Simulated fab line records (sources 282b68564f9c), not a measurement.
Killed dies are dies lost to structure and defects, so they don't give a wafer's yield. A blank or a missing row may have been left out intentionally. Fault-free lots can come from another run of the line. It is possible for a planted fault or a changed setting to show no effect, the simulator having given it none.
2 desks, one fault -- flow rit cmos -- every desk sees just its own numbers, and what lay behind them comes last

## AT THE TOOL OWNER'S DESK: implanter-02
For each lot that ran on this tool, the mean over its sampled wafers that have a number, from the tool's own readings at RIT_NRETRO_IMPLANT_08. Any lot whose mean is over 4 standard deviations away from the usual mean is out of limits and marked OUT; that distance is given in the brackets.
Columns: A = beam energy keV at RIT_NRETRO_IMPLANT_08, usual 70.000
lot,first seen here,A
L787,day 2 15:34,69.999
L788,day 2 20:48,70.005
L790,day 3 07:05,69.977
L791,day 3 12:11,70.002
L794,day 4 04:06,94.529 (+99 or more) OUT
L796,day 4 13:32,94.499 (+99 or more) OUT
L797,day 4 17:13,94.483 (+99 or more) OUT
Finding of this desk: L794, L796, L797 out of limits; the first was L794 at day 4 04:06, on beam energy keV at RIT_NRETRO_IMPLANT_08. L787, L788, L790, L791: within limits.

## FROM THE METROLOGY DESK
What the gauges read for every lot (on any tool): the sampled wafers with a number, averaged. Any lot whose mean is over 4 standard deviations away from the usual mean is out of limits and marked OUT; that distance is given in the brackets.
Columns: A = NWELL_TW at RIT_NWELL_TW_MEAS_10, usual 2150; B = NRETRO_TW at RIT_NRETRO_TW_MEAS_10, usual 1049
lot,first seen here,A,B
L786,day 2 02:41,2179,1045
L787,day 2 06:58,2127,1047
L788,day 2 12:31,2177,1064
L789,day 2 16:53,2130,1045
L790,day 2 21:57,2136,1045
L791,day 3 03:04,2148,1044
L794,day 3 19:44,2153,1119 (+8.2) OUT
L795,day 3 23:04,2139,1044
L796,day 4 05:18,2119,1118 (+8.1) OUT
L797,day 4 08:59,2120,1120 (+8.4) OUT
L798,day 4 14:30,2166,1040
L800,day 5 00:00,2162,1048
L802,day 5 10:46,2169,1066
L806,day 6 11:32,2147,1053
L808,day 6 19:10,2143,1054
Per this desk, out of limits: L794, L796, L797; the first was L794, day 4 04:25 (NRETRO_TW at RIT_NRETRO_TW_MEAS_10). L786, L787, L788, L789, L790, L791, L795, L798, L800, L802, L806, L808: within limits.

## BROUGHT TOGETHER
At day 4 04:06, on L794, L796, L797, the tool owner's desk was in a position to raise an alarm.
The metrology desk could have raised an alarm at day 4 04:25, on L794, L796, L797.
The lots listed all ran RIT_NRETRO_IMPLANT_08 on implanter-02.

## WHAT THE SIMULATOR PUT IN
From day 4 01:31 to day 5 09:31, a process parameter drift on implanter-02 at RIT_NRETRO_IMPLANT_08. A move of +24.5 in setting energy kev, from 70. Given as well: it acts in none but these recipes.
Struck lots among those shown: L794, L796, L797.
Hours from the fault's start to each desk's first reading out of limits: the tool owner's desk, 3; the metrology desk, 3.
